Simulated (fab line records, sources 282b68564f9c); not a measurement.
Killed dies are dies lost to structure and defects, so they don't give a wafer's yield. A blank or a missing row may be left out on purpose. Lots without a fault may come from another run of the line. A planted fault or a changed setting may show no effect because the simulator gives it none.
Split-lot experiment | flow rit_cmos | 5 lots, 23 wafers read, on a route of 202 steps

THE SPLIT
At RIT_NRETRO_IMPLANT_08, the setting energy_kev was moved away from the recipe's 70 on 7 of the 23 wafers read, by -4.7% to +5.2%. The other wafers ran this setting at the recipe's value.

The reading is taken at the split's own step.

THE READING
implant.drp_nm (the simulator's own value, which no gauge read), in nm, at RIT_NRETRO_IMPLANT_08. The file gives no usual value for it.

wafer  | tool, chamber at the split | energy_kev as run | against the recipe | implant.drp_nm, nm | against lot-mates on the recipe
L078.1 | implanter-02, 0            | 70                | recipe             | 33.94              | -
L078.2 | implanter-02, 0            | 70                | recipe             | 33.94              | -
L078.5 | implanter-02, 0            | 70                | recipe             | 33.94              | -
L079.1 | implanter-03, 0            | 67.82             | -3.1%              | 33.04              | -0.90
L079.3 | implanter-03, 0            | 67.82             | -3.1%              | 33.04              | -0.90
L079.2 | implanter-03, 0            | 70                | recipe             | 33.94              | -
L079.4 | implanter-03, 0            | 70                | recipe             | 33.94              | -
L079.5 | implanter-03, 0            | 70                | recipe             | 33.94              | -
L081.1 | implanter-04, 0            | 70                | recipe             | 33.94              | -
L081.2 | implanter-04, 0            | 70                | recipe             | 33.94              | -
L081.3 | implanter-04, 0            | 70                | recipe             | 33.94              | -
L081.5 | implanter-04, 0            | 70                | recipe             | 33.94              | -
L081.6 | implanter-04, 0            | 70                | recipe             | 33.94              | -
L082.1 | implanter-04, 0            | 73.66             | +5.2%              | 35.42              | +1.48
L082.6 | implanter-04, 0            | 73.66             | +5.2%              | 35.42              | +1.48
L082.3 | implanter-04, 0            | 70                | recipe             | 33.94              | -
L082.4 | implanter-04, 0            | 70                | recipe             | 33.94              | -
L082.5 | implanter-04, 0            | 70                | recipe             | 33.94              | -
L085.1 | implanter-02, 0            | 66.7              | -4.7%              | 32.57              | -1.37
L085.2 | implanter-02, 0            | 66.7              | -4.7%              | 32.57              | -1.37
L085.4 | implanter-02, 0            | 66.7              | -4.7%              | 32.57              | -1.37
L085.3 | implanter-02, 0            | 70                | recipe             | 33.94              | -
L085.6 | implanter-02, 0            | 70                | recipe             | 33.94              | -

THE FIT
A straight line over all 23 wafers: implant.drp_nm changes by +0.287 nm for each +1% of energy_kev; r = +1.00; the points scatter about the line by 0.0079 nm.
The same after taking each lot's own level away (the mean of its wafers on the recipe; 23 wafers): +0.287 nm for each +1%; r = +1.00; scatter 0.0079 nm.
On that fit, the largest move of energy_kev shifts the reading by 1.5 nm.
The lots' own levels span 33.940 to 33.940 nm.
So the lot-to-lot level changes the slope little: the two slopes agree.
Check: with one of the wafers moved furthest among these (+5.2%) left out of the fit, the line predicts +1.5 nm for it against its lot-mates. It came out at +1.48 nm against them.

OTHER SPLITS ON THESE WAFERS
These wafers also went through other splits before the reading. Each is held against what the fit with the lots' levels taken away leaves over:
other split on the same wafers   | wafers away from the commonest value | r with implant.drp_nm (lot level and that fit taken away)
RIT_ACTIVE_CVD_03 time_s         | 10                                   | -0.24
RIT_ACTIVE_COAT_06 resist_thk_nm | 6                                    | -0.12
RIT_FOX1_OXIDATION_00 ox_time_s  | 18                                   | -0.23
RIT_NWELL_COAT_01 spin_rpm       | 8                                    | +0.36
RIT_NWELL_IMPLANT_08 energy_kev  | 10                                   | -0.32
RIT_PWELL_IMPLANT_08 energy_kev  | 9                                    | +0.25

THE WHOLE CHAIN: every reading that the file lists as answering this split, in the file's order
step                  | what it does | reading                                                         | change (the file's fit)               | r (the file's)
RIT_NRETRO_IMPLANT_08 |              | implant.rp_nm (the simulator's own value, which no gauge read)  | +0.867 nm for each +1% of the setting | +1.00
RIT_NRETRO_IMPLANT_08 |              | implant.drp_nm (the simulator's own value, which no gauge read) | +0.287 nm for each +1% of the setting | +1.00

THE FILE'S OWN FIT
implant.drp_nm changes by +0.287 nm for each +1% of energy_kev, r = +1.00.
